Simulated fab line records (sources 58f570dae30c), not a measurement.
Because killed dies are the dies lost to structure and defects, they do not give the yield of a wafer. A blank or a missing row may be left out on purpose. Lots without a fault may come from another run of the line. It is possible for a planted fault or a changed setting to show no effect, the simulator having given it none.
2 desks looking at one fault :: flow berkeley cmos170 :: each desk has only its own numbers; what lay behind them comes last

DESK OF THE TOOL OWNER: rie si-01
The tool's own readings at UCB170_GATE_ETCH_15 (etches poly-Si in HBr/Cl2, stops on SiO2, time 56.3 s, target depth 278.2 nm): means of the sampled wafers that have a number, for each lot that ran on this tool. A lot is out of limits, marked OUT, if its mean lies more than 4 standard deviations from the usual mean; the brackets give that distance.
Columns: A = HBr_flow_sccm at UCB170_GATE_ETCH_15, usual 149.9 sccm; B = drypump motor current A at UCB170_GATE_ETCH_15, usual 5.6 A; C = mfc cl2 sccm at UCB170_GATE_ETCH_15, usual 50.00 sccm; D = oes product au at UCB170_GATE_ETCH_15, usual 0.827 a.u.; E = rf fwd power W at UCB170_GATE_ETCH_15, usual 297.0 W; F = throttle valve pct at UCB170_GATE_ETCH_15, usual 26.49 %
lot: L242
first seen here: day 9 06:38
A: 150.0
B: 5.4
C: 50.04
D: 0.807
E: 297.9
F: 26.21

lot: L253
first seen here: day 11 10:00
A: 150.2
B: 5.6
C: 50.04
D: 0.908 (+5.4) OUT
E: 298.0
F: 26.46

lot: L256
first seen here: day 11 21:27
A: 149.7
B: 5.2
C: 49.92
D: 0.906 (+5.3) OUT
E: 296.5
F: 26.44
This desk's verdict: out of limits on L253, L256, starting with L253 at day 11 10:00 (oes product au at UCB170_GATE_ETCH_15). In limits: L242.

THE METROLOGY DESK
Means of the sampled wafers that have a number, per lot and without regard to the tool the lot ran on: this is what the gauges read. A lot is out of limits, marked OUT, if its mean lies more than 4 standard deviations from the usual mean; the brackets give that distance.
Columns: A = GATE_POLY_THK at UCB170_GATE_THK_MEAS_05, usual 213.9 nm; B = cd nm at UCB170_GATE_CD_MEAS_12, usual 349.9 nm; C = GATE_OVL at UCB170_GATE_OVL_MEAS_13, usual 3 nm
lot: L242
first seen here: day 9 04:19
A: 213.5
B: 352.6
C: 0

lot: L241
first seen here: day 9 04:26
A: 216.4
B: 348.1
C: 1

lot: L249
first seen here: day 10 00:16
A: 216.8
B: 349.8
C: 3

lot: L253
first seen here: day 11 08:38
A: 215.4
B: 349.0
C: 4

lot: L254
first seen here: day 11 08:39
A: 214.5
B: 348.3
C: 4

lot: L256
first seen here: day 11 19:16
A: 215.3
B: 349.7
C: -5
This desk found nothing out of limits on any of the 6 lots.

BROUGHT TOGETHER
The tool owner's desk could have raised an alarm at day 11 10:00, on L253, L256.
From the metrology desk's view, nothing was out of limits.
The metrology desk has L253, L256 on record, within its limits.
The lots listed all ran UCB170_GATE_ETCH_15 on rie si-01.

WHAT THE SIMULATOR HAD INSERTED
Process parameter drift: rie si-01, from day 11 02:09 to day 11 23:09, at UCB170_GATE_ETCH_15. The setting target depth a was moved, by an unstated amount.
Struck lots among those shown: L253, L256.
Delay in hours, fault start to first out-of-limits reading, by desk: the tool owner's desk at 8.
